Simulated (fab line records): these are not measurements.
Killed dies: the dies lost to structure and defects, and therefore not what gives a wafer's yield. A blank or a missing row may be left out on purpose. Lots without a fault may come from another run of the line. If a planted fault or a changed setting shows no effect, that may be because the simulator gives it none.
A struck lot beside a sound one	flow berkeleyCmos170	13 steps out of a route of 331
Sound: wafers L906.1, L906.4, L906.6. Wafers L902.3, L902.5, L902.6 were the ones struck. Last of all comes the cause.
Per side, at each step with rows, come the tool, then ch with its chambers, and then its first start. Under that, the readings that differ: sound wafers	struck wafers	difference of the means	sigmas: that difference in standard deviations of wafers without a fault.
alike: a reading whose means differ by less than 2 such deviations, as well as words and numbers matching on both sides. not compared: withheld readings; readings where some wafer has no value; bounds like >300 that might hide an equal value; numbers whose values overlap and for which the record gives no deviation.
A row with sigmas, a row that says differs or no value, or rows on one side alone: a step with any of these is where the two part. Non-overlapping numbers with no deviation appear without sigmas and do not part them. A reading missing from all wafers of one side parts the sides only when that side holds two or more wafers.

first, 1 step without rows for these wafers: UCB170_PFIELD_IMPLANT_07.
UCB170_PFIELD_STRIP_08: strips in O2.
  sound on plasmaAsher-02 ch 0, day 9 01:30; struck on plasmaAsher-04 ch 0,1, day 7 17:07
  alike: drypumpMotorCurrentA, oesProductAu, stripTimeToEndpointS
  not compared: rfHoursCounterH
UCB170_PFIELD_TW_MEAS_09:
  struck on filmMetro-01, day 7 17:12; sound on filmMetro-02, day 9 01:36
reading	sound	struck	difference	sigmas
PFIELD_TW	594 593 594	604 603 607	+11	+2
then, 2 steps without rows for these wafers: UCB170_FIELD_CLEAN_00 (cleans in dHF, time 7.5 s); UCB170_FIELD_OXIDATION_01 (target thk 558.3 nm, ox time 7200 s).
UCB170_FIELD_THK_MEAS_02:
  struck on filmMetro-02, day 8 01:13; sound on filmMetro-02, day 9 06:15
  alike: FIELD_OXIDE_THK
then, 4 steps without rows for these wafers: UCB170_FIELD_ANNEAL_03 (time 1200 s); UCB170_FIELD_WET_ETCH_04 (etches SiO2 in dHF, time 60 s); UCB170_FIELD_WET_ETCH_05 (etches Si3N4 in H3PO4, time 12600 s); UCB170_FIELD_WET_ETCH_06 (etches SiO2 in BOE, time 22 s).
UCB170_FIELD_THK_MEAS_90:
  struck on filmMetro-02, day 8 09:55; sound on filmMetro-03, day 9 13:59
  alike: FIELD_OXIDE_LEFT_1_THK
then, 1 step without rows for these wafers: UCB170_SACOX_CLEAN_00 (cleans in dHF, time 7.5 s).
UCB170_SACOX_OXIDATION_01: target thk 14.4 nm, ox time 2400 s.
  struck on furnace-01, day 8 13:08; sound on furnace-01 ch 0, day 9 17:16
  no value came back on the struck wafers for oxTempC (C), oxTempCMax; on the sound wafers oxTempC (C) reads 900.2 900.4 900.5

## WHERE THEY PART
Last at UCB170_SACOX_OXIDATION_01 as far as this record goes, first at UCB170_PFIELD_TW_MEAS_09.

WHY: what had been put in by the simulator
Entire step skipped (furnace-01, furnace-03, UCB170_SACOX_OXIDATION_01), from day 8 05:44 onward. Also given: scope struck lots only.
